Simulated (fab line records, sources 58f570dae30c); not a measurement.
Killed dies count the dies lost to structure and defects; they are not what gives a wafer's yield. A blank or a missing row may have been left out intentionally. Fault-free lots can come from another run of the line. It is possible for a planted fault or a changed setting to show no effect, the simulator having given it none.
Split-lot experiment :: flow berkeleyCmos170 :: 23 wafers read across 5 lots, on a route 331 steps long

== ABOUT THE SPLIT ==
At UCB170_NVT_IMPLANT_07, the setting energyKev was moved away from the recipe's 50 on 11 of the 23 wafers read, by -5.6% to +4.1%. This setting was run at the recipe's value on the other wafers.

== FROM SPLIT TO READING: 1 step shown by the file between the two ==
- UCB170_NVT_STRIP_08: strips in O2

== THE READING ==
NVT_TW, at UCB170_NVT_TW_MEAS_09. Fault-free wafers of this fab line usually give 526, standard deviation 3.1.

wafer: L076.1
tool, chamber at the split: implanter-03, 0
energyKev as run: 47.22
against the recipe: -5.6%
NVT_TW: 514
against lot-mates on the recipe: -8

wafer: L076.2
tool, chamber at the split: implanter-03, 0
energyKev as run: 50
against the recipe: recipe
NVT_TW: 524
against lot-mates on the recipe: -

wafer: L076.3
tool, chamber at the split: implanter-03, 0
energyKev as run: 47.22
against the recipe: -5.6%
NVT_TW: 516
against lot-mates on the recipe: -6

wafer: L076.4
tool, chamber at the split: implanter-03, 0
energyKev as run: 50
against the recipe: recipe
NVT_TW: 521
against lot-mates on the recipe: -

wafer: L076.5
tool, chamber at the split: implanter-03, 0
energyKev as run: 47.22
against the recipe: -5.6%
NVT_TW: 515
against lot-mates on the recipe: -8

wafer: L077.2
tool, chamber at the split: implanter-01, 0
energyKev as run: 48.45
against the recipe: -3.1%
NVT_TW: 522
against lot-mates on the recipe: -4

wafer: L077.3
tool, chamber at the split: implanter-01, 0
energyKev as run: 50
against the recipe: recipe
NVT_TW: 524
against lot-mates on the recipe: -

wafer: L077.4
tool, chamber at the split: implanter-01, 0
energyKev as run: 50
against the recipe: recipe
NVT_TW: 527
against lot-mates on the recipe: -

wafer: L077.5
tool, chamber at the split: implanter-01, 0
energyKev as run: 48.45
against the recipe: -3.1%
NVT_TW: 518
against lot-mates on the recipe: -8

wafer: L077.6
tool, chamber at the split: implanter-01, 0
energyKev as run: 48.45
against the recipe: -3.1%
NVT_TW: 520
against lot-mates on the recipe: -6

wafer: L078.2
tool, chamber at the split: implanter-01, 0
energyKev as run: 50.93
against the recipe: +1.9%
NVT_TW: 525
against lot-mates on the recipe: +1

wafer: L078.3
tool, chamber at the split: implanter-01, 0
energyKev as run: 50
against the recipe: recipe
NVT_TW: 527
against lot-mates on the recipe: -

wafer: L078.4
tool, chamber at the split: implanter-01, 0
energyKev as run: 50.93
against the recipe: +1.9%
NVT_TW: 527
against lot-mates on the recipe: +3

wafer: L078.5
tool, chamber at the split: implanter-01, 0
energyKev as run: 50
against the recipe: recipe
NVT_TW: 525
against lot-mates on the recipe: -

wafer: L078.6
tool, chamber at the split: implanter-01, 0
energyKev as run: 50
against the recipe: recipe
NVT_TW: 520
against lot-mates on the recipe: -

wafer: L080.1
tool, chamber at the split: implanter-04, 0
energyKev as run: 50
against the recipe: recipe
NVT_TW: 523
against lot-mates on the recipe: -

wafer: L080.2
tool, chamber at the split: implanter-04, 0
energyKev as run: 52.07
against the recipe: +4.1%
NVT_TW: 527
against lot-mates on the recipe: +4

wafer: L080.3
tool, chamber at the split: implanter-04, 0
energyKev as run: 52.07
against the recipe: +4.1%
NVT_TW: 527
against lot-mates on the recipe: +4

wafer: L080.4
tool, chamber at the split: implanter-04, 0
energyKev as run: 52.07
against the recipe: +4.1%
NVT_TW: 529
against lot-mates on the recipe: +6

wafer: L080.6
tool, chamber at the split: implanter-04, 0
energyKev as run: 50
against the recipe: recipe
NVT_TW: 522
against lot-mates on the recipe: -

wafer: L081.2
tool, chamber at the split: implanter-03, 0
energyKev as run: 50
against the recipe: recipe
NVT_TW: 524
against lot-mates on the recipe: -

wafer: L081.3
tool, chamber at the split: implanter-03, 0
energyKev as run: 50
against the recipe: recipe
NVT_TW: 524
against lot-mates on the recipe: -

wafer: L081.6
tool, chamber at the split: implanter-03, 0
energyKev as run: 50
against the recipe: recipe
NVT_TW: 526
against lot-mates on the recipe: -

THE FIT
A straight line over all 23 wafers: NVT_TW changes by +1.31 for each +1% of energyKev; r = +0.89; the points scatter about the line by 1.9.
The same after taking each lot's own level away (the mean of its wafers on the recipe; 23 wafers): +1.36 for each +1%; r = +0.92; scatter 1.7.
According to that fit, moving energyKev by its largest amount changes the reading by 7.6.
The span of the lots' own levels, 522.5 to 525.5, comes to 1.0 times the standard deviation stated above.
Hence the lot-to-lot level has little effect on the slope; both slopes agree.
Check: for one of the wafers moved furthest among these (-5.6%), held out of the fit, the line's prediction against its lot-mates is -7.69. It came out at -8.5 against them.

== OTHER SPLITS APPLIED TO THESE WAFERS ==
Other splits were also applied to these wafers ahead of the reading. Each is held against what the fit with the lots' levels taken away leaves over:
other split on the same wafers: UCB170_START_OXIDATION_02 tempC
wafers away from the commonest value: 18
r with NVT_TW (lot level and that fit taken away): -0.07

other split on the same wafers: UCB170_NWELL_CVD_04 timeS
wafers away from the commonest value: 15
r with NVT_TW (lot level and that fit taken away): +0.06

other split on the same wafers: UCB170_NWELL_IMPLANT_14 energyKev
wafers away from the commonest value: 8
r with NVT_TW (lot level and that fit taken away): -0.16

other split on the same wafers: UCB170_ACTIVE_PEB_11 pebTempC
wafers away from the commonest value: 7
r with NVT_TW (lot level and that fit taken away): -0.05

other split on the same wafers: UCB170_SACOX_OXIDATION_01 tempC
wafers away from the commonest value: 10
r with NVT_TW (lot level and that fit taken away): +0.01

== THE WHOLE CHAIN: every reading that the file lists as answering this split, in the file's order ==
step: UCB170_NVT_IMPLANT_07
what it does: 
reading: implant.rpNm (the simulator's own value, which no gauge read)
change (the file's fit): +0.374 nm for each +1% of the setting
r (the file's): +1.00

step: UCB170_NVT_IMPLANT_07
what it does: 
reading: implant.drpNm (the simulator's own value, which no gauge read)
change (the file's fit): +0.134 nm for each +1% of the setting
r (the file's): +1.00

step: UCB170_NVT_TW_MEAS_09
what it does: 
reading: NVT_TW
change (the file's fit): +1.41 for each +1% of the setting
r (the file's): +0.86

== THE FILE'S OWN FIT ==
NVT_TW changes by +1.41 for each +1% of energyKev, r = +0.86.
